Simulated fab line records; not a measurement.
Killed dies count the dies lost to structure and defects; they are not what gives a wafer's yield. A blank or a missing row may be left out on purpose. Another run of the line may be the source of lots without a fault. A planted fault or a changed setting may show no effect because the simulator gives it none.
Which tool was responsible? + flow rit_cmos + 14 lots, 42 wafers sampled, at 3 steps of a route of 202

WHAT THE GAUGES SHOWED, per wafer
RIT_SILICIDE_RS_MEAS_02: uses a four-point probe to measure.
| lot  | measured    | on            | SILICIDE_TI_RS (ohm/sq)       |
|------|-------------|---------------|-------------------------------|
| L388 | day 3 12:41 | film_metro-04 | 48.9 47.6 47.0                |
| L389 | day 3 16:59 | film_metro-02 | 48.6 48.8 48.2                |
| L391 | day 4 02:23 | film_metro-03 | 47.9 52.4 48.4 48.3 52.8 48.8 |
| L392 | day 4 09:53 | film_metro-02 | 48.3 48.9 48.3                |
| L394 | day 4 18:34 | film_metro-02 | 51.8 48.7 51.9 52.4 49.2 52.4 |
| L401 | day 6 00:36 | film_metro-02 | 48.3 47.6 48.2                |
| L402 | day 6 06:00 | film_metro-03 | 47.4 47.8 47.8                |
| L404 | day 6 15:34 | film_metro-04 | 46.9 47.9 48.2                |
| L405 | day 6 16:49 | film_metro-02 | 48.8 49.5 48.1                |
| L407 | day 7 05:44 | film_metro-03 | 48.7 48.5 48.2                |
| L406 | day 7 08:20 | film_metro-03 | 48.7 48.8 48.5                |
| L408 | day 8 04:47 | film_metro-03 | 47.7 47.8 47.7                |
| L409 | day 8 05:20 | film_metro-04 | 47.1 48.2 47.8                |
| L411 | day 8 12:28 | film_metro-02 | 47.7 47.6 46.7                |

RIT_SILICIDE_THK_MEAS_03: measures by xrf.
| lot  | measured    | on            | SILICIDE_TI_THK (nm)          |
|------|-------------|---------------|-------------------------------|
| L388 | day 3 12:48 | film_metro-04 | 29.5 30.2 30.4                |
| L389 | day 3 17:07 | film_metro-02 | 30.0 29.8 30.0                |
| L391 | day 4 03:44 | film_metro-03 | 30.1 28.1 29.9 30.2 28.1 29.8 |
| L392 | day 4 10:01 | film_metro-02 | 30.0 29.8 30.1                |
| L394 | day 4 21:17 | film_metro-02 | 28.3 29.7 28.3 28.3 29.9 28.3 |
| L401 | day 6 00:43 | film_metro-02 | 30.2 30.4 30.2                |
| L402 | day 6 06:06 | film_metro-03 | 30.3 30.0 30.1                |
| L404 | day 6 15:40 | film_metro-04 | 30.8 30.2 30.0                |
| L405 | day 6 16:54 | film_metro-02 | 29.9 29.6 30.2                |
| L407 | day 7 05:52 | film_metro-03 | 29.6 29.6 30.0                |
| L406 | day 7 08:27 | film_metro-03 | 29.6 29.5 29.6                |
| L408 | day 8 04:53 | film_metro-03 | 30.2 30.1 30.1                |
| L409 | day 8 05:27 | film_metro-04 | 30.5 29.8 30.0                |
| L411 | day 8 12:35 | film_metro-02 | 30.3 30.3 30.8                |

WHICH TOOL RAN EACH LOT (tool, then ch and the chambers of the sampled wafers, then the start)
| lot  | RIT_SILICIDE_SPUTTER_01     |
|------|-----------------------------|
| L388 | pvd_sputter-02, day 3 12:31 |
| L389 | pvd_sputter-03, day 3 16:50 |
| L391 | pvd_sputter-02, day 4 02:13 |
| L392 | pvd_sputter-04, day 4 09:44 |
| L394 | pvd_sputter-02, day 4 18:25 |
| L401 | pvd_sputter-03, day 6 00:27 |
| L402 | pvd_sputter-04, day 6 05:49 |
| L404 | pvd_sputter-04, day 6 15:22 |
| L405 | pvd_sputter-03, day 6 16:36 |
| L407 | pvd_sputter-02, day 7 05:35 |
| L406 | pvd_sputter-03, day 7 08:11 |
| L408 | pvd_sputter-02, day 8 04:37 |
| L409 | pvd_sputter-04, day 8 05:10 |
| L411 | pvd_sputter-02, day 8 12:18 |
- RIT_SILICIDE_SPUTTER_01: material Ti, target thk 30 nm, time 240 s.

WHAT THE TOOLS THEMSELVES READ (means of the sampled wafers that have a number; where no wafer has one, the mark that the record gives instead)
RIT_SILICIDE_SPUTTER_01.
| lot  | tool           | cathode_dc_power_W (W) | throttle_valve_pct (%) |
|------|----------------|------------------------|------------------------|
| L388 | pvd_sputter-02 | 349.99                 | 30.0                   |
| L389 | pvd_sputter-03 | 349.98                 | 30.3                   |
| L391 | pvd_sputter-02 | 342.53                 | 29.8                   |
| L392 | pvd_sputter-04 | 350.00                 | 28.9                   |
| L394 | pvd_sputter-02 | 334.96                 | 29.5                   |
| L401 | pvd_sputter-03 | 350.06                 | 30.4                   |
| L402 | pvd_sputter-04 | 350.00                 | 29.4                   |
| L404 | pvd_sputter-04 | 350.07                 | 29.1                   |
| L405 | pvd_sputter-03 | 349.99                 | 31.0                   |
| L407 | pvd_sputter-02 | 349.97                 | 29.8                   |
| L406 | pvd_sputter-03 | 349.98                 | 29.5                   |
| L408 | pvd_sputter-02 | 349.97                 | 30.1                   |
| L409 | pvd_sputter-04 | 349.91                 | 28.9                   |
| L411 | pvd_sputter-02 | 350.05                 | 29.8                   |

THE ANSWER, worked out from the rows above alone
Rule: the lots themselves supply what counts as usual. Put in order of their means at a reading, lots are off if they are a third of the lots or fewer, leave a main group of 4 or more, and stand apart from it by a gap of 3 or more times the standard deviation of the main group's means; of several such gaps the widest counts. The tables above print the reading to a certain number of digits; a main group whose means all agree to those digits is not used. A lot without any number at a reading at which 4 lots or more have one is off too. The other lots that the step has rows for count as sound. The gauges are gone through in route order, then the tools' own readings, and for those a lot's mean is taken as printed above. The first step at which some lot is off is used, and at that step the reading that is off furthest; a lot without a number counts as furthest.
Off: L391, L394, at RIT_SILICIDE_SPUTTER_01 (cathode_dc_power_W). Mean 350.00 W and standard deviation 0.043 in the main group.
If a tool, at that step or one of the process steps before it, ran each lot that is off and ran no sound lot following the first of them, it fits. No candidate that was tried fits.

WHAT THE SIMULATOR PUT IN
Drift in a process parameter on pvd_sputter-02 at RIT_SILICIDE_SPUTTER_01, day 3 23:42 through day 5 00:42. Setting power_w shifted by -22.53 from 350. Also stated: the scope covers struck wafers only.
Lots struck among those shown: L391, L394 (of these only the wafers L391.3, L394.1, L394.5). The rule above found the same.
